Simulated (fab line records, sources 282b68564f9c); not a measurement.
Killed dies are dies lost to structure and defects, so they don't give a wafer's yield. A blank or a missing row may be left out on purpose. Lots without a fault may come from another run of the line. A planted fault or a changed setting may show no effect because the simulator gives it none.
One fault seen from 2 desks | flow rit_cmos | each desk has only its own numbers; what lay behind them comes last

THE TOOL OWNER'S DESK: wet_bench-02
The tool's own readings at RIT_GATE_CLEAN_04 (cleans in dHF, time 60 s): means of the sampled wafers that have a number, for each lot that ran on this tool. A lot is out of limits, marked OUT, if its mean lies more than 4 standard deviations from the usual mean; the brackets give that distance.
Columns: A = run_length_s at RIT_GATE_CLEAN_04, usual 89 s
lot  | first seen here | A
L250 | day 2 08:28     | 93
L253 | day 3 00:32     | 93
L258 | day 4 01:38     | 92
L261 | day 4 16:38     | 92
L262 | day 4 19:46     | 92
L263 | day 5 01:04     | 334 (+63) OUT
This desk's finding: out of limits on L263; first on L263, day 5 01:04 (run_length_s at RIT_GATE_CLEAN_04). In limits: L250, L253, L258, L261, L262.

THE METROLOGY DESK
What the gauges read, lot by lot, whatever tool the lot ran on: means of the sampled wafers that have a number. A lot is out of limits, marked OUT, if its mean lies more than 4 standard deviations from the usual mean; the brackets give that distance.
Columns: A = FIELD_OXIDE_LEFT_2_THK at RIT_FOX2_THK_MEAS_91, usual 256 nm
lot  | first seen here | A
L250 | day 2 08:30     | 230
L252 | day 2 17:49     | 256
L253 | day 3 00:34     | 263
L257 | day 3 22:45     | 254
L258 | day 4 01:40     | 267
L259 | day 4 04:47     | 262
L260 | day 4 10:23     | 256
L261 | day 4 16:40     | 254
L262 | day 4 19:48     | 253
L263 | day 5 01:07     | 234
L265 | day 5 12:59     | 255
L269 | day 6 06:47     | 254
L273 | day 7 03:11     | 259
This desk's finding: nothing out of limits on any of the 13 lots.

PUT TOGETHER
The tool owner's desk could have raised an alarm at day 5 01:04, on L263.
The metrology desk saw nothing out of limits.
The metrology desk has L263 on record, within its limits.
Of the lots named, all ran RIT_GATE_CLEAN_04 on wet_bench-02.

WHAT THE SIMULATOR HAD PUT IN
Process parameter drift: wet_bench-02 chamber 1, from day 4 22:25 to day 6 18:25, at RIT_GATE_CLEAN_04. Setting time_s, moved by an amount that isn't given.
Lots struck among those shown: L263.
Hours from the fault's start to each desk's first reading out of limits: the tool owner's desk, 3.
